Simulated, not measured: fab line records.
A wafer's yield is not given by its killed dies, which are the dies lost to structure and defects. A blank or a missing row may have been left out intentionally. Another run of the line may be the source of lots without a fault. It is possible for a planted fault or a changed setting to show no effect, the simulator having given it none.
One fault seen from 2 desks :: flow berkeley-cmos170 :: each desk has only its own numbers; what lay behind them comes last

## AT THE METROLOGY DESK
What the gauges read for every lot (on any tool): the sampled wafers with a number, averaged. The brackets show how far a lot's mean lies from the usual mean; more than 4 standard deviations puts the lot out of limits, marked OUT.
Columns: A = cd-nm at UCB170_GATE_CD_MEAS_90, usual 349.9 nm; B = cd-nm at UCB170_PLDD_CD_MEAS_06, usual 1200.3 nm; C = PLDD_OVL at UCB170_PLDD_OVL_MEAS_07, usual 2 nm
lot: L367
first seen here: day 5 23:11
A: 349.7
B: 1200.7
C: 1

lot: L377
first seen here: day 8 08:55
A: 351.4
B: 1199.6
C: 16

lot: L378
first seen here: day 8 09:16
A: 349.0
B: 1201.2
C: -3

lot: L379
first seen here: day 9 01:49
A: 351.1
B: 1201.7
C: -4

lot: L388
first seen here: day 11 06:36
A: 348.8
B: 1200.7
C: 3

lot: L389
first seen here: day 11 12:23
A: 348.0
B: 1199.8
C: -10
This desk found nothing out of limits on any of the 6 lots.

## AT THE TOOL OWNER'S DESK: implanter-03
The tool's own readings at UCB170_PLDD_IMPLANT_08: means of the sampled wafers that have a number, for each lot that ran on this tool. The brackets show how far a lot's mean lies from the usual mean; more than 4 standard deviations puts the lot out of limits, marked OUT.
Columns: A = beam-energy-keV at UCB170_PLDD_IMPLANT_08, usual 10.001; B = beam-on-s at UCB170_PLDD_IMPLANT_08, usual 10.3 s; C = faraday-current-uA at UCB170_PLDD_IMPLANT_08, usual 154
lot: L367
first seen here: day 6 01:22
A: 9.999
B: 10.9
C: 145

lot: L388
first seen here: day 11 07:59
A: 9.348 (-99 or more) OUT
B: 11.9
C: 133

lot: L389
first seen here: day 11 14:58
A: 9.348 (-99 or more) OUT
B: 11.6
C: 136
This desk finds L388, L389 out of limits, L388 being first, at day 11 07:59 (beam-energy-keV at UCB170_PLDD_IMPLANT_08). L367: within limits.

## BROUGHT TOGETHER
An alarm could have come from the tool owner's desk at day 11 07:59, on L388, L389.
Metrology desk: nothing out of limits seen.
The metrology desk has L388, L389 on record, within its limits.
Every lot named ran UCB170_PLDD_IMPLANT_08 on implanter-03.

## WHAT THE SIMULATOR PUT IN
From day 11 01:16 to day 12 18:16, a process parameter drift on implanter-03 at UCB170_PLDD_IMPLANT_08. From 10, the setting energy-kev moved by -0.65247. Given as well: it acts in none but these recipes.
Struck lots among those shown: L388, L389.
How many hours passed from the start of the fault until each desk's first out-of-limits reading: the tool owner's desk, 7.
